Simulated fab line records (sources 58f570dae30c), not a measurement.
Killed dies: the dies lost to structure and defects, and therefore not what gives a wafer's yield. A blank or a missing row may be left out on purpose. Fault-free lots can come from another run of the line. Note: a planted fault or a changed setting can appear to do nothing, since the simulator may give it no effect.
fab line records + flow berkeley_cmos170 + part 2 of 2: steps 26 to 35 of 35
record:
- lots: 5
- wafers: 15
- last_day: 12
route steps=331 shown NLDD@163 SPACER@171 PSD@175 NSD@187
lots that met no fault: taken from a fault-free run of the same line
start_h: hours from the record's opening day to when the first of the lot's shown wafers began + wait_h: how many hours have passed since the lot's step before this one + " same as the row above + L1.1+2: a single row standing in for several wafers + - either no value or no given start + * or withheld: withheld + < > ~ a bound
route shown NAME@n: NAME is a module with steps in the file, n the number in the route of the first one + usual: mean and standard deviation over wafers with no fault + same: alike in all rows + chamber/n: place in a boat + sites: each site's reading + _std_site: standard deviation across them + _edge_site: inner sites' mean taken away from outer sites' mean + radius_mm: for every site, how far away it sits from the centre of the wafer + mask NAME#n: copy n + behind: tool/chamber where the wafer was last shaped + hold: the reason the lot was held/the length of the hold in hours/how it ended + device: names the non-switching transistor (n, p or np) + end of line: the same wafers' tests at the end of the route + step lacking rows: just its recipe + killed: the dies lost at the first sort to structure and to defects; this is not the yield of the wafer + map: shows each die of a wafer: x if killed, . if not, _ if none is there
set.NAME: the setting that was run; set.NAME@STEP: the one run at that earlier step + model.NAME: the simulator's own value behind a step, which no gauge read
lots seen at some steps along the route; tables by step, rows by wafer
services: a tool's chamber out of use, with start hour (start_h, from the record's first day; less than 0 if before it), hours out, and reason
== steps ==
step: UCB170_NSD_COAT_01
recipe:
- resist: KrF
- spin_rpm: 1500
- resist_thk_nm: 900
usual:
- dispense_pressure_kPa: 53.0/0.56
- exhaust_pa: 45.1/0.95
| lot.wafer | tool           | chamber | start_h | wait_h | dispense_pressure_kPa | exhaust_pa |
|-----------|----------------|---------|---------|--------|-----------------------|------------|
| L076.3    | litho_track-01 | 0       | 182.41  | 0.1    | 52.6                  | 43.7       |
| L076.4    | "              | 0       | "       | "      | 52.6                  | 44.6       |
| L076.6    | "              | 0       | "       | "      | 52.6                  | 45.0       |
| L083.2    | litho_track-02 | 0       | 214.01  | 0.1    | 53.8                  | 45.4       |
| L083.3    | "              | 0       | "       | "      | 53.8                  | 46.0       |
| L083.4    | "              | 0       | "       | "      | 53.7                  | 45.4       |
| L082.1    | litho_track-01 | 0       | 214.35  | 0.1    | 52.5                  | 45.2       |
| L082.3    | "              | 0       | "       | "      | 52.6                  | 43.5       |
| L082.4    | "              | 0       | "       | "      | 52.6                  | 43.4       |
| L084.1    | litho_track-01 | 0       | 214.80  | 0.1    | 52.5                  | 45.7       |
| L084.4    | "              | 0       | "       | "      | 52.5                  | 45.8       |
| L084.5    | "              | 0       | "       | "      | 52.6                  | 45.7       |
| L093.1    | litho_track-02 | 0       | 256.61  | 0.1    | 53.7                  | 44.5       |
| L093.2    | "              | 0       | "       | "      | 53.7                  | 45.5       |
| L093.5    | "              | 0       | "       | "      | 53.8                  | 44.8       |
step: UCB170_NSD_SOFTBAKE_02
recipe:
- resist: KrF
- temp_c: 130
- time_s: 60
usual:
- exhaust_pa: 45.2/0.92
| lot.wafer | tool           | chamber | start_h | wait_h | exhaust_pa |
|-----------|----------------|---------|---------|--------|------------|
| L076.3    | litho_track-01 | 0       | 182.56  | 0.1    | 47.7       |
| L076.4    | "              | 0       | "       | "      | 45.5       |
| L076.6    | "              | 0       | "       | "      | 45.2       |
| L083.2    | litho_track-02 | 0       | 214.16  | 0.1    | 45.8       |
| L083.3    | "              | 0       | "       | "      | 46.3       |
| L083.4    | "              | 0       | "       | "      | 44.9       |
| L082.1    | litho_track-01 | 0       | 214.50  | 0.1    | 45.8       |
| L082.3    | "              | 0       | "       | "      | 45.0       |
| L082.4    | "              | 0       | "       | "      | 45.4       |
| L084.1    | litho_track-01 | 0       | 214.95  | 0.1    | 45.0       |
| L084.4    | "              | 0       | "       | "      | 45.1       |
| L084.5    | "              | 0       | "       | "      | 46.0       |
| L093.1    | litho_track-02 | 0       | 256.76  | 0.1    | 44.2       |
| L093.2    | "              | 0       | "       | "      | 45.4       |
| L093.5    | "              | 0       | "       | "      | 44.4       |
step: UCB170_NSD_EXPOSE_03
recipe:
- mask_id: NSELECT_MOD
- na: 0.5
- sigma_outer: 0.6
- source_shape: conventional
- target_cd_nm: 1200
- dose_mj: 30
usual:
- exposure_dose_mJ_cm2: 29.974/0.026
| lot.wafer | tool           | chamber | start_h | wait_h | mask          | exposure_dose_mJ_cm2 |
|-----------|----------------|---------|---------|--------|---------------|----------------------|
| L076.3    | krf_scanner-01 | 0       | 182.70  | 0.1    | NSELECT_MOD#0 | 30.000               |
| L076.4    | "              | 0       | "       | "      | NSELECT_MOD#0 | 30.019               |
| L076.6    | "              | 0       | "       | "      | NSELECT_MOD#0 | 29.967               |
| L083.2    | krf_scanner-01 | 0       | -       | -      | NSELECT_MOD#0 | 29.949               |
| L083.3    | "              | 0       | "       | "      | NSELECT_MOD#0 | 29.938               |
| L083.4    | "              | 0       | "       | "      | NSELECT_MOD#0 | 30.006               |
| L082.1    | krf_scanner-02 | 0       | 214.77  | 0.2    | NSELECT_MOD#0 | 29.951               |
| L082.3    | "              | 0       | "       | "      | NSELECT_MOD#0 | 29.985               |
| L082.4    | "              | 0       | "       | "      | NSELECT_MOD#0 | 30.014               |
| L084.1    | krf_scanner-02 | 0       | 215.49  | 0.5    | NSELECT_MOD#0 | 29.984               |
| L084.4    | "              | 0       | "       | "      | NSELECT_MOD#0 | 29.942               |
| L084.5    | "              | 0       | "       | "      | NSELECT_MOD#0 | 29.957               |
| L093.1    | krf_scanner-02 | 0       | 256.91  | 0.1    | NSELECT_MOD#0 | 29.969               |
| L093.2    | "              | 0       | "       | "      | NSELECT_MOD#0 | 29.971               |
| L093.5    | "              | 0       | "       | "      | NSELECT_MOD#0 | 30.010               |
step: UCB170_NSD_PEB_04
recipe:
- peb_temp_c: 130
- peb_time_s: withheld
- resist: KrF
usual:
- exhaust_pa: 44.8/0.88
| lot.wafer | tool           | chamber | start_h | wait_h | exhaust_pa |
|-----------|----------------|---------|---------|--------|------------|
| L076.3    | litho_track-04 | 0       | 183.19  | 0.5    | 45.1       |
| L076.4    | "              | 0       | "       | "      | 43.1       |
| L076.6    | "              | 0       | "       | "      | 44.3       |
| L083.2    | litho_track-01 | 0       | -       | -      | 44.8       |
| L083.3    | "              | 0       | "       | "      | 45.0       |
| L083.4    | "              | 0       | "       | "      | 44.4       |
| L082.1    | litho_track-04 | 0       | 215.74  | 0.9    | 44.5       |
| L082.3    | "              | 0       | "       | "      | 45.1       |
| L082.4    | "              | 0       | "       | "      | 44.2       |
| L084.1    | litho_track-02 | 0       | 216.18  | 0.7    | 45.2       |
| L084.4    | "              | 0       | "       | "      | 44.4       |
| L084.5    | "              | 0       | "       | "      | 45.7       |
| L093.1    | litho_track-01 | 0       | 257.30  | 0.4    | 46.6       |
| L093.2    | "              | 0       | "       | "      | 46.4       |
| L093.5    | "              | 0       | "       | "      | 46.0       |
step: UCB170_NSD_DEVELOP_05
recipe:
- developer: TMAH
- develop_time_s: 45
- resist: KrF
- dev_temp_c: 21
usual:
- developer_temp_C: 21.02/0.12
- exhaust_pa: 45.0/0.75
| lot.wafer | tool           | chamber | start_h | wait_h | developer_temp_C | exhaust_pa |
|-----------|----------------|---------|---------|--------|------------------|------------|
| L076.3    | litho_track-04 | 0       | -       | -      | 21.26            | 45.2       |
| L076.4    | "              | 0       | "       | "      | 21.18            | 43.6       |
| L076.6    | "              | 0       | "       | "      | 21.19            | 45.0       |
| L083.2    | litho_track-01 | 0       | -       | -      | 21.09            | 43.7       |
| L083.3    | "              | 0       | "       | "      | 21.12            | 44.6       |
| L083.4    | "              | 0       | "       | "      | 20.76            | 45.3       |
| L082.1    | litho_track-04 | 0       | -       | -      | 21.12            | 44.7       |
| L082.3    | "              | 0       | "       | "      | 20.96            | 45.2       |
| L082.4    | "              | 0       | "       | "      | 21.08            | 45.0       |
| L084.1    | litho_track-02 | 0       | -       | -      | 20.98            | 43.8       |
| L084.4    | "              | 0       | "       | "      | 20.86            | 44.8       |
| L084.5    | "              | 0       | "       | "      | 20.96            | 44.6       |
| L093.1    | litho_track-01 | 0       | -       | -      | 21.03            | 43.6       |
| L093.2    | "              | 0       | "       | "      | 20.92            | 43.5       |
| L093.5    | "              | 0       | "       | "      | 20.90            | 44.1       |
step: UCB170_NSD_CD_MEAS_06
recipe:
- target_cd_nm: 1200
usual:
- cd_nm: 1200.3/1.6
| lot.wafer | tool      | chamber | start_h | wait_h | cd_nm  |
|-----------|-----------|---------|---------|--------|--------|
| L076.3    | cd_sem-01 | -       | 183.46  | -      | 1200.5 |
| L076.4    | "         | -       | "       | "      | 1199.2 |
| L076.6    | "         | -       | "       | "      | 1199.8 |
| L083.2    | cd_sem-01 | -       | 215.84  | -      | 1199.3 |
| L083.3    | "         | -       | "       | "      | 1200.5 |
| L083.4    | "         | -       | "       | "      | 1200.4 |
| L082.1    | cd_sem-02 | -       | 216.03  | -      | 1202.2 |
| L082.3    | "         | -       | "       | "      | 1203.4 |
| L082.4    | "         | -       | "       | "      | 1203.8 |
| L084.1    | cd_sem-01 | -       | 216.49  | -      | 1201.3 |
| L084.4    | "         | -       | "       | "      | 1201.6 |
| L084.5    | "         | -       | "       | "      | 1201.5 |
| L093.1    | cd_sem-01 | -       | 257.64  | -      | 1201.1 |
| L093.2    | "         | -       | "       | "      | 1202.0 |
| L093.5    | "         | -       | "       | "      | 1200.1 |
step: UCB170_NSD_OVL_MEAS_07
usual:
- NSD_OVL: -2/5.7
| lot.wafer | tool       | chamber | start_h | wait_h | NSD_OVL[nm] |
|-----------|------------|---------|---------|--------|-------------|
| L076.3    | overlay-01 | -       | 183.55  | 0.1    | 4           |
| L076.4    | "          | -       | "       | "      | -3          |
| L076.6    | "          | -       | "       | "      | -4          |
| L083.2    | overlay-02 | -       | 215.95  | 0.1    | -7          |
| L083.3    | "          | -       | "       | "      | -7          |
| L083.4    | "          | -       | "       | "      | 2           |
| L082.1    | overlay-01 | -       | 216.15  | 0.1    | -5          |
| L082.3    | "          | -       | "       | "      | -8          |
| L082.4    | "          | -       | "       | "      | -5          |
| L084.1    | overlay-02 | -       | 216.61  | 0.1    | -4          |
| L084.4    | "          | -       | "       | "      | -13         |
| L084.5    | "          | -       | "       | "      | -8          |
| L093.1    | overlay-02 | -       | 257.76  | 0.1    | -4          |
| L093.2    | "          | -       | "       | "      | -2          |
| L093.5    | "          | -       | "       | "      | -3          |
step: UCB170_NSD_IMPLANT_08
recipe:
- species: P
- dose_cm2: 3e+15
- energy_kev: 40
- tilt_deg: 7
| lot.wafer  | tool         | chamber | start_h | wait_h |
|------------|--------------|---------|---------|--------|
| L076.3+4+6 | implanter-03 | 0       | 183.62  | 0.1    |
| L083.2+3+4 | implanter-03 | 0       | 216.00  | 0.0    |
| L082.1+3+4 | implanter-03 | 0       | 216.18  | 0.0    |
| L084.1+4+5 | implanter-01 | 0       | 216.65  | 0.0    |
| L093.1+2+5 | implanter-03 | 0       | 257.79  | 0.0    |
step: UCB170_NSD_STRIP_09
recipe:
- chemistry: O2
- power_w: 400
- pressure_mtorr: 3500
- platen_temp_c: withheld
- o2_flow_sccm: 400
- overash_fraction: 0.5
usual:
- drypump_motor_current_A: 6.07/0.3
- oes_product_au: 0.534/0.0044
- strip_time_to_endpoint_s: 35.82/0.073
| lot.wafer | tool            | chamber | start_h | wait_h | drypump_motor_current_A | oes_product_au | rf_hours_counter_h | strip_time_to_endpoint_s |
|-----------|-----------------|---------|---------|--------|-------------------------|----------------|--------------------|--------------------------|
| L076.3    | plasma_asher-02 | 1       | 183.75  | 0.1    | 6.06                    | 0.527          | -                  | 35.81                    |
| L076.4    | "               | 0       | "       | "      | 6.39                    | 0.533          | -                  | 35.79                    |
| L076.6    | "               | 0       | "       | "      | 6.38                    | 0.534          | -                  | 35.92                    |
| L083.2    | plasma_asher-03 | 0       | 216.13  | 0.1    | 6.28                    | 0.531          | 10                 | 35.81                    |
| L083.3    | "               | 1       | "       | "      | 5.80                    | 0.529          | -                  | 35.74                    |
| L083.4    | "               | 0       | "       | "      | 6.25                    | 0.532          | -                  | 35.74                    |
| L082.1    | plasma_asher-01 | 0       | 216.33  | 0.1    | 5.60                    | 0.532          | 46                 | 35.90                    |
| L082.3    | "               | 0       | "       | "      | 5.64                    | 0.533          | -                  | 35.90                    |
| L082.4    | "               | 1       | "       | "      | 6.44                    | 0.535          | -                  | 35.85                    |
| L084.1    | plasma_asher-02 | 0       | 216.80  | 0.1    | 6.40                    | 0.529          | 53                 | 35.86                    |
| L084.4    | "               | 0       | "       | "      | 6.44                    | 0.531          | -                  | 35.81                    |
| L084.5    | "               | 1       | "       | "      | 6.05                    | 0.542          | -                  | 35.82                    |
| L093.1    | plasma_asher-02 | 0       | 257.94  | 0.1    | 6.41                    | 0.537          | 58                 | 35.80                    |
| L093.2    | "               | 1       | "       | "      | 6.05                    | 0.531          | 58                 | 35.88                    |
| L093.5    | "               | 1       | "       | "      | 6.05                    | 0.539          | -                  | 35.83                    |
step: UCB170_NSD_TW_MEAS_10
usual:
- NSD_TW: 4211/22
| lot.wafer | tool          | chamber | start_h | wait_h | NSD_TW |
|-----------|---------------|---------|---------|--------|--------|
| L076.3    | film_metro-02 | -       | 183.84  | 0.1    | 4177   |
| L076.4    | "             | -       | "       | "      | 4170   |
| L076.6    | "             | -       | "       | "      | 4201   |
| L083.2    | film_metro-03 | -       | 216.24  | 0.1    | 4204   |
| L083.3    | "             | -       | "       | "      | 4197   |
| L083.4    | "             | -       | "       | "      | 4214   |
| L082.1    | film_metro-02 | -       | 216.43  | 0.1    | 4194   |
| L082.3    | "             | -       | "       | "      | 4170   |
| L082.4    | "             | -       | "       | "      | 4196   |
| L084.1    | film_metro-03 | -       | 216.90  | 0.1    | 4233   |
| L084.4    | "             | -       | "       | "      | 4207   |
| L084.5    | "             | -       | "       | "      | 4210   |
| L093.1    | film_metro-02 | -       | 258.04  | 0.1    | 4210   |
| L093.2    | "             | -       | "       | "      | 4202   |
| L093.5    | "             | -       | "       | "      | 4207   |
== services ==
| tool            | chamber | start_h | hours | kind        |
|-----------------|---------|---------|-------|-------------|
| pecvd-04        | -       | 154.83  | 0.5   | repair      |
| rie_diel-04     | 0       | 155.23  | 4.6   | repair      |
| implanter-04    | -       | 160.17  | 3.0   | pm          |
| krf_scanner-01  | 0       | 163.42  | -     | calibration |
| krf_scanner-01  | -       | 167.14  | 4.0   | pm          |
| pecvd-04        | -       | 172.60  | 1.1   | repair      |
| plasma_asher-03 | -       | 192.05  | 3.4   | repair      |
| plasma_asher-02 | -       | 196.18  | 2.3   | repair      |
| krf_scanner-01  | -       | 205.17  | 0.8   | pm          |
| rie_diel-01     | 0       | 207.06  | -     | clean       |
| krf_scanner-02  | 0       | 208.88  | -     | calibration |
| furnace-04      | -       | 209.84  | 3.0   | pm          |
| rie_diel-04     | 3       | 215.39  | 4.1   | repair      |
| pecvd-04        | -       | 215.49  | 1.6   | repair      |
| implanter-01    | -       | 219.56  | 0.5   | repair      |
| pecvd-02        | -       | 219.58  | 4.3   | pm          |
| implanter-04    | -       | 222.44  | 1.2   | repair      |
| plasma_asher-02 | -       | 226.22  | 3.6   | repair      |
| furnace-01      | -       | 228.25  | 4.0   | pm          |
| furnace-04      | -       | 235.41  | 3.7   | pm          |
| pecvd-02        | -       | 237.11  | 0.8   | pm          |
| krf_scanner-01  | -       | 244.50  | 1.0   | pm          |
| krf_scanner-02  | -       | 253.07  | 0.8   | pm          |
| rie_diel-01     | 2       | 256.21  | 5.3   | repair      |
